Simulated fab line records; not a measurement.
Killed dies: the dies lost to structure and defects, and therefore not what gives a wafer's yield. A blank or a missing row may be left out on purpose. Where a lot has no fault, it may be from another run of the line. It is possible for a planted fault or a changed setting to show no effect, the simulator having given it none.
Split-lot experiment | flow berkeley-cmos170 | route with 331 steps; 5 lots, 23 wafers read

== THE SPLIT ==
At UCB170_NLDD_IMPLANT_09, the setting dose-cm2 was moved away from the recipe's 5e+13 on 8 of the 23 wafers read, by -3.3% to +5.9%. For the rest of the wafers, this setting stayed at what the recipe calls for.

== FROM THE SPLIT TO THE READING: what the file shows between them, 6 steps ==
- UCB170_NLDD_STRIP_10: strips in O2
- UCB170_NSD_EXPOSE_03: exposes mask NSELECT MOD, target cd 1200 nm (also split here: dose-mj)
- UCB170_NSD_PEB_04 (also split here: peb-temp-c)
- UCB170_NSD_DEVELOP_05: develop time 45 s
- UCB170_NSD_CD_MEAS_06: target cd 1200 nm
- UCB170_NSD_IMPLANT_08

== THE READING ==
NLDD_RS, in ohm/sq, at UCB170_SDANNEAL_RS_MEAS_05 (measures by four-point-probe). On this fab line, fault-free wafers typically give 615.5 ohm/sq with a standard deviation of 1.3 ohm/sq.

wafer  | tool, chamber at the split | dose-cm2 as run | against the recipe | NLDD_RS, ohm/sq | against lot-mates on the recipe
L076.2 | implanter-04, 0            | 5e+13           | recipe             | 613.0           | -
L076.3 | implanter-04, 0            | 5e+13           | recipe             | 615.1           | -
L076.4 | implanter-04, 0            | 4.835e+13       | -3.3%              | 620.7           | +6.5
L076.5 | implanter-04, 0            | 5e+13           | recipe             | 614.5           | -
L076.6 | implanter-04, 0            | 4.835e+13       | -3.3%              | 622.1           | +7.9
L078.1 | implanter-04, 0            | 5e+13           | recipe             | 616.1           | -
L078.2 | implanter-04, 0            | 5.293e+13       | +5.9%              | 605.7           | -10.0
L078.3 | implanter-04, 0            | 5.293e+13       | +5.9%              | 604.1           | -11.6
L078.4 | implanter-04, 0            | 5.293e+13       | +5.9%              | 604.0           | -11.7
L078.6 | implanter-04, 0            | 5e+13           | recipe             | 615.2           | -
L079.3 | implanter-01, 0            | 5e+13           | recipe             | 615.1           | -
L079.4 | implanter-01, 0            | 5e+13           | recipe             | 616.5           | -
L079.5 | implanter-01, 0            | 5e+13           | recipe             | 616.1           | -
L080.1 | implanter-02, 0            | 5.096e+13       | +1.9%              | 610.8           | -5.6
L080.2 | implanter-02, 0            | 5e+13           | recipe             | 616.1           | -
L080.4 | implanter-02, 0            | 5e+13           | recipe             | 616.6           | -
L080.5 | implanter-02, 0            | 5.096e+13       | +1.9%              | 609.8           | -6.6
L080.6 | implanter-02, 0            | 5.096e+13       | +1.9%              | 610.5           | -5.9
L084.2 | implanter-04, 0            | 5e+13           | recipe             | 615.9           | -
L084.3 | implanter-04, 0            | 5e+13           | recipe             | 616.8           | -
L084.4 | implanter-04, 0            | 5e+13           | recipe             | 614.8           | -
L084.5 | implanter-04, 0            | 5e+13           | recipe             | 616.1           | -
L084.6 | implanter-04, 0            | 5e+13           | recipe             | 617.5           | -

THE FIT
A straight line over all 23 wafers: NLDD_RS changes by -1.91 ohm/sq for each +1% of dose-cm2; r = -0.97; the points scatter about the line by 1.2 ohm/sq.
The same after taking each lot's own level away (the mean of its wafers on the recipe; 23 wafers): -2.02 ohm/sq for each +1%; r = -0.97; scatter 1.1 ohm/sq.
Per that fit: largest dose-cm2 move, reading shift of 12 ohm/sq.
The lots' own levels span 614.20 to 616.35 ohm/sq, that is 1.7 times the standard deviation above.
Consequently the slope shifts little with the lot-to-lot level, the two slopes agreeing.
Check: -12.6 ohm/sq against its lot-mates is what the line predicts for one of the wafers moved furthest among these (+5.9%) when that wafer is left out of the fit. It came out at -9.95 ohm/sq against them.

== THE OTHER SPLITS THESE WAFERS WENT THROUGH ==
Before the reading, these wafers also passed through other splits. Each is held against what the fit with the lots' levels taken away leaves over:
other split on the same wafers    | wafers away from the commonest value | r with NLDD_RS (lot level and that fit taken away)
UCB170_PLDD_EXPOSE_03 dose-mj     | 5                                    | -0.15
UCB170_NLDD_COAT_01 resist-thk-nm | 9                                    | +0.28
UCB170_NSD_EXPOSE_03 dose-mj      | 4                                    | +0.15
UCB170_NSD_PEB_04 peb-temp-c      | 9                                    | +0.22

== FILE'S OWN FIT ==
NLDD_RS changes by -2.05 ohm/sq for each +1% of dose-cm2, r = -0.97.
